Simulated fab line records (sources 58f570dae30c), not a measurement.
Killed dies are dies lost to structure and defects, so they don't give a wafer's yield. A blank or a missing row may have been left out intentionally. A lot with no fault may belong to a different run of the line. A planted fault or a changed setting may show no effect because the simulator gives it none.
Struck lot and sound lot, side by side    flow berkeleyCmos170    33 steps out of a route of 331
Sound: these wafers, L327.4, L327.5, L327.6. Wafers struck: L341.1, L341.2, L341.5. The cause is named last.
At each step with rows: each side's tool, then ch and its chambers, then its first start. Under that, the readings that differ: sound wafers    struck wafers    difference of the means    sigmas: that difference in standard deviations of wafers without a fault.
alike: words and numbers the same on both sides, and readings whose means are apart by under 2 such deviations; not compared: readings that were withheld, readings missing a value for some wafer, numbers with overlapping values and no deviation given by the record, and bounds like >300 which may hide the same value.
The two part at a step that has a row with sigmas, a row that says differs or no value, or rows on one side only. Numbers that don't overlap but have no deviation are shown without sigmas and don't part them. Lack of a reading on every wafer of one side parts them only where that side has two or more wafers.

UCB170_SDANNEAL_RTA_01: time 5 s.
  sound on rtpAnneal-01 ch 0, day 8 06:09; struck on rtpAnneal-02 ch 0, day 11 18:21
reading           sound           struck          difference  sigmas
lampPowerPct (%)  34.3 34.4 34.3  37.0 37.1 37.0  +2.7        +2
  alike: wafer_temp_C_max
UCB170_SDANNEAL_RS_MEAS_02: measurement is done with a four-point probe.
  struck on filmMetro-03, day 11 18:25; sound on filmMetro-03, day 8 06:14
  alike: PSD_RS
UCB170_SDANNEAL_RS_MEAS_03: measurement is done with a four-point probe.
  struck on filmMetro-03, day 11 18:32; sound on filmMetro-03, day 8 06:22
  alike: NSD_RS
UCB170_SDANNEAL_RS_MEAS_04: measurement is done with a four-point probe.
  struck on filmMetro-03, day 11 18:39; sound on filmMetro-03, day 8 06:29
  alike: PLDD_RS
UCB170_SDANNEAL_RS_MEAS_05: measurement is done with a four-point probe.
  struck on filmMetro-03, day 11 18:46; sound on filmMetro-03, day 8 06:36
reading           sound              struck             difference  sigmas
NLDD_RS (ohm/sq)  615.0 615.2 613.8  618.6 619.0 618.8  +4.1        +3
then, 1 step without rows for these wafers: UCB170_SILICIDE_PRE_CLEAN_00 (preclean etch time 60 s).
UCB170_SILICIDE_SPUTTER_01: material Ti, target thk 30 nm, time 25.77 s.
  struck on pvdSputter-04, day 11 18:57; sound on pvdSputter-04, day 8 06:44
  alike: cathodeDcPowerW, throttleValvePct
UCB170_SILICIDE_RS_MEAS_02: measurement is done with a four-point probe.
  struck on filmMetro-01, day 11 18:59; sound on filmMetro-04, day 8 06:49
  alike: SILICIDE_TI_RS
UCB170_SILICIDE_THK_MEAS_03: measures by xrf.
  struck on filmMetro-01, day 11 19:06; sound on filmMetro-04, day 8 06:55
  alike: SILICIDE_TI_THK
UCB170_SILICIDE_RTA_04: time 15 s.
  sound on rtpAnneal-02 ch 0, day 8 06:59; struck on rtpAnneal-02 ch 0, day 11 19:10
  alike: lampPowerPct, wafer_temp_C_max
then, 2 steps without rows for these wafers: UCB170_SILICIDE_WET_ETCH_05 (etches Ti in SPM, time 45 s); UCB170_CONTACT_CLEAN_00 (cleans in SPM, time 600 s).
UCB170_CONTACT_CVD_01: deposits PSG from SiH4/O2/PH3, target thk 700 nm, time 2820 s.
  sound on lpcvd-01 ch 1, day 8 07:58; struck on lpcvd-01 ch 0, day 11 22:55
  no value came back on the struck wafers for o2FlowSccm (sccm), ph3FlowSccm (sccm), spikeTcSourceC (C), zonePowerLoadPct (%); on the sound wafers o2FlowSccm (sccm) reads 90.00 90.29 89.97
then, 3 steps without rows for these wafers: UCB170_CONTACT_HMDS_03 (prime time 60 s); UCB170_CONTACT_COAT_04 (resist thk 900 nm); UCB170_CONTACT_SOFTBAKE_05 (time 60 s).
UCB170_CONTACT_STRIP_06: strips in O2.
  sound on plasmaAsher-04 ch 0,1, day 8 10:17; struck on plasmaAsher-01 ch 0,1, day 12 01:58
  alike: chamberPressureMTorr, drypumpMotorCurrentA, oesProductAu, stripTimeToEndpointS
  not compared: rfHoursCounterH
then, 8 steps without rows for these wafers: UCB170_CONTACT_CLEAN_07 (cleans in SPM, time 600 s); UCB170_CONTACT_RTA_08 (time 10 s); UCB170_CONTACT_COAT_09; UCB170_CONTACT_COAT_10 (resist thk 900 nm); UCB170_CONTACT_SOFTBAKE_11 (time 60 s); UCB170_CONTACT_EXPOSE_12 (exposes mask CONT, target cd 700 nm); UCB170_CONTACT_PEB_13; UCB170_CONTACT_DEVELOP_14 (develop time 45 s).
UCB170_CONTACT_CD_MEAS_15: the cd target is 700 nm.
  struck on cdSem-01, day 12 04:08; sound on cdSem-02, day 8 12:41
reading    sound              struck             difference  sigmas
cdNm (nm)  697.9 698.6 699.5  702.7 701.9 701.4  +3.3        +2
UCB170_CONTACT_OVL_MEAS_16:
  struck on overlay-02, day 12 04:16; sound on overlay-01, day 8 12:45
  alike: CONTACT_OVL
UCB170_CONTACT_ETCH_17: etches BARC in N2/H2.
  sound on rieDiel-04 ch 0,2,3, day 8 12:46; struck on rieDiel-04 ch 0,3, day 12 04:17
  alike: chamberPressureMTorr, drypumpMotorCurrentA, oesProductAu, throttleValvePct
UCB170_CONTACT_ETCH_18: etches PSG in CHF3/CF4/Ar, stops on TiSi2, target depth 840 nm, time 195 s.
  sound: rieDiel-04 ch 0,2,3; struck: rieDiel-04 ch 0,3
reading                            sound              struck             difference  sigmas
oesProductAu (a.u.)                0.903 0.877 0.910  0.363 0.372 0.373  -0.527      -41
model.etch.depthNm (nm)            704.6 705.5 711.7  0 0 0              -707        
model.CONTACT.featureDepthNm (nm)  704.6 705.5 711.7  1e-09 1e-09 1e-09  -7e+02      
  alike: cf4FlowSccm, chamberPressureMTorr, drypumpMotorCurrentA, throttleValvePct
  not compared: rfHoursCounterH
then, 1 step without rows for these wafers: UCB170_CONTACT_STRIP_19 (strips in O2).
UCB170_CONTACT_CD_MEAS_90: the cd target is 700 nm.
  struck on cdSem-02, day 12 04:34; sound on cdSem-02, day 8 13:06
reading    sound              struck  difference                     sigmas
cdNm (nm)  699.1 699.1 697.5  - - -   no value on the struck wafers  
then, 1 step without rows for these wafers: UCB170_CONTACT_CLEAN_20 (cleans in SPM, time 600 s).
UCB170_M3_PROBE_99:
  the record has rows for the struck wafers here (prober-01, day 12 19:03) and none for the sound ones

== WHERE THEY PART ==
Last at UCB170_M3_PROBE_99 as far as this record goes, first at UCB170_SDANNEAL_RTA_01.

WHY: what the simulator had put in
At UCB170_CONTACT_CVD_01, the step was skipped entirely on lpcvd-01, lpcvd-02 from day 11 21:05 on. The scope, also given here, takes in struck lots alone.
